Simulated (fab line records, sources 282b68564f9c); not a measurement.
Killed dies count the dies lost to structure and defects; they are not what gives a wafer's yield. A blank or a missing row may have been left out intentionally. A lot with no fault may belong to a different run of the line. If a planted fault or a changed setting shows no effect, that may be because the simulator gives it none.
Code-filled problem report in 8D (eight disciplines) form -- flow ritCmos -- the parts of the form that need people (team, actions taken, sign-off) are left out

== 1. PROBLEM STATEMENT ==
Mean GATE_POLY_THK at RIT_GATE_THK_MEAS_09: 198.6 nm over 6 wafers in 2 lots; fault-free wafers: 249.7 nm, standard deviation 2.8. Measured from the usual mean, that is -18 standard deviations.
First observed at day 5 10:52: wafer L686.1, on filmMetro-04. At this step, 42 wafers from 14 lots have a number in the record. Rule for "out", or "out of limits": more than 4 standard deviations from the usual mean. The other wafers with a number count as sound.

== 2. WHAT IT IS, WHAT IT ISN'T ==
question,is,is not
which readings at this step,GATE_POLY_THK,-
which lots,"L686, L688","L672, L673, L674, L675, L676, L678, L683, L687, L690, L691, L693, L694"
which wafers of those lots,all that have a number,-
read on which gauges,filmMetro-04,"filmMetro-01, filmMetro-02"
when,from day 5 10:52,"up to then (21 sound wafers); but 15 sound wafers of L687, L690, L691, L693, L694 came after"

== 3. WHAT RULES OUT EACH SUSPECT ==
Counting: any tool at a process step up to the reading is kept as a suspect provided that every lot that is out went through it and no sound lot did after the first of them.
- the gauge at RIT_GATE_THK_MEAS_09: ruled out. All the wafers that are out were read on filmMetro-04, but those of them that RIT_GATE_CVD_08 has rows for are out there too, on other tools.
- lpcvd-01 at RIT_GATE_CVD_08 (deposits poly-Si from SiH4, target thk 250 nm, time 2220 s): kept. Every lot that is out went through it, starting with L686 (day 5 09:14), and after that it ran no sound lot; the last sound lot it ran before then is L683 (day 4 16:32). Out on those wafers are its own readings of spikeTcCentreC, spikeTcLoadC, susceptorTempC.
Remaining after the count: lpcvd-01 at RIT_GATE_CVD_08.

== 4. THE CAUSE (what the simulator had put in) ==
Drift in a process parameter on lpcvd-01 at RIT_GATE_CVD_08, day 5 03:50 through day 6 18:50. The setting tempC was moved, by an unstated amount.
Counting left only this tool.

== 5. SEQUENCE OF EFFECTS, ordered by route ==
Rows list readings where the struck wafers' mean (over those with a number) sits beyond 3 standard deviations from the usual. Readings are gone through only where the record gives a usual standard deviation; hours: the median, over the lots, of the time from a lot's start at the first step in this table giving one to that lot's start at this step; sigmas: the change measured in usual standard deviations.
hours,step,reading,usual,on struck wafers,change,sigmas
0,RIT_GATE_CVD_08,spikeTcCentreC,612.3 C,602.6,-9.7,-6.9
0,RIT_GATE_CVD_08,spikeTcLoadC,631.2 C,619.6,-11.6,-7.3
0,RIT_GATE_CVD_08,spikeTcSourceC,629.4 C,620.3,-9.1,-3.4
0,RIT_GATE_CVD_08,susceptorTempC,609.99 C,600.15,-9.84,-34
2,RIT_GATE_THK_MEAS_09,GATE_POLY_THK,249.7 nm,198.6,-51.1,-18
3,RIT_GATE_ETCH_19,oesProductAu,0.853 a.u.,0.722,-0.131,-10
The process steps in it:
- RIT_GATE_CVD_08: deposits poly-Si from SiH4, target thk 250 nm, time 2220 s.
- RIT_GATE_ETCH_19: etches poly-Si in SF6/CHF3/O2, stops on SiO2, time 165 s, target depth 312.5 nm.

== 6. HOW IT WOULD HAVE BEEN CAUGHT EARLIER ==
The first out-of-limits reading at a measuring or inspecting step in this record came at day 5 10:52, 7 hours after the fault's start at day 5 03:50.
Tool's own readings at RIT_GATE_CVD_08, spikeTcCentreC, spikeTcLoadC, susceptorTempC: out on all struck wafers the step has rows for; an alarm limit on them would have tripped on the first.
Lots out: 2; of these, L688 started RIT_GATE_CVD_08 on lpcvd-01 after day 5 10:52. A hold on the tool at that time would have spared it.
